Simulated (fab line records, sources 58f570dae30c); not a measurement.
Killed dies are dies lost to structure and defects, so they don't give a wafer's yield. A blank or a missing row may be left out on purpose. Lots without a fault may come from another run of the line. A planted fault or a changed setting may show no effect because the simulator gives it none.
One fault seen from 2 desks | flow berkeley_cmos170 | each desk has only its own numbers; what lay behind them comes last

THE TOOL OWNER'S DESK: implanter-04
The tool's own readings at UCB170_NSD_IMPLANT_08: means of the sampled wafers that have a number, for each lot that ran on this tool. A lot is out of limits, marked OUT, if its mean lies more than 4 standard deviations from the usual mean; the brackets give that distance.
Columns: A = beam_on_s at UCB170_NSD_IMPLANT_08, usual 9.98 s; B = dose_ions_cm2 at UCB170_NSD_IMPLANT_08, usual 3e+15; C = end_station_pressure_torr at UCB170_NSD_IMPLANT_08, usual 1.25e-05 Torr; D = faraday_current_uA at UCB170_NSD_IMPLANT_08, usual 9275
lot  | first seen here | A     | B                       | C                   | D
L163 | day 8 03:51     | 10.09 | 3e+15                   | 1.27e-05            | 9176
L165 | day 8 09:46     | 9.83  | 3e+15                   | 1.22e-05            | 9400
L169 | day 9 05:35     | 10.04 | 3e+15                   | 1.24e-05            | 9205
L171 | day 10 03:01    | 9.96  | 3e+15                   | 1.31e-05            | 9296
L173 | day 10 21:11    | 9.87  | 6e+14 (-99 or more) OUT | 6.83e-06 (-8.5) OUT | 1907 (-41) OUT
L174 | day 10 21:28    | 9.88  | 6e+14 (-99 or more) OUT | 6.03e-06 (-9.7) OUT | 1906 (-41) OUT
This desk's finding: out of limits on L173, L174; first on L173, day 10 21:11 (dose_ions_cm2 at UCB170_NSD_IMPLANT_08). In limits: L163, L165, L169, L171.

THE METROLOGY DESK
What the gauges read, lot by lot, whatever tool the lot ran on: means of the sampled wafers that have a number. A lot is out of limits, marked OUT, if its mean lies more than 4 standard deviations from the usual mean; the brackets give that distance.
Columns: A = NSD_TW at UCB170_NSD_TW_MEAS_10, usual 4141; B = NSD_RS at UCB170_SDANNEAL_RS_MEAS_03, usual 37.22 ohm/sq
lot  | first seen here | A              | B
L162 | day 8 03:43     | 4163           | 37.41
L163 | day 8 04:06     | 4094           | 37.13
L165 | day 8 10:01     | 4156           | 37.24
L167 | day 9 05:17     | 4152           | 37.22
L169 | day 9 05:50     | 4169           | 37.31
L168 | day 9 06:17     | 4176           | 37.16
L171 | day 10 03:14    | 4152           | 37.23
L170 | day 10 03:15    | 4149           | 37.18
L173 | day 10 21:24    | 3116 (-37) OUT | 116.83 (+99 or more) OUT
L174 | day 10 21:41    | 3119 (-36) OUT | 118.87 (+99 or more) OUT
L181 | day 12 09:01    | 4105           | 37.27
L182 | day 12 10:18    | 4104           | 37.21
L183 | day 12 10:43    | 4160           | 37.13
L185 | day 12 21:22    | 4145           | 37.12
This desk's finding: out of limits on L173, L174; first on L173, day 10 21:24 (NSD_TW at UCB170_NSD_TW_MEAS_10). In limits: L162, L163, L165, L167, L169, L168, L171, L170, L181, L182, L183, L185.

PUT TOGETHER
The tool owner's desk could have raised an alarm at day 10 21:11, on L173, L174.
The metrology desk could have raised an alarm at day 10 21:24, on L173, L174.
Of the lots named, all ran UCB170_NSD_IMPLANT_08 on implanter-04.

WHAT THE SIMULATOR HAD PUT IN
Process parameter drift: implanter-04, from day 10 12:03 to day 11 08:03, at UCB170_NSD_IMPLANT_08. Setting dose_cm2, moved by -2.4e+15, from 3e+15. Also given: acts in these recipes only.
Lots struck among those shown: L173, L174.
Hours from the fault's start to each desk's first reading out of limits: the tool owner's desk, 9; the metrology desk, 9.
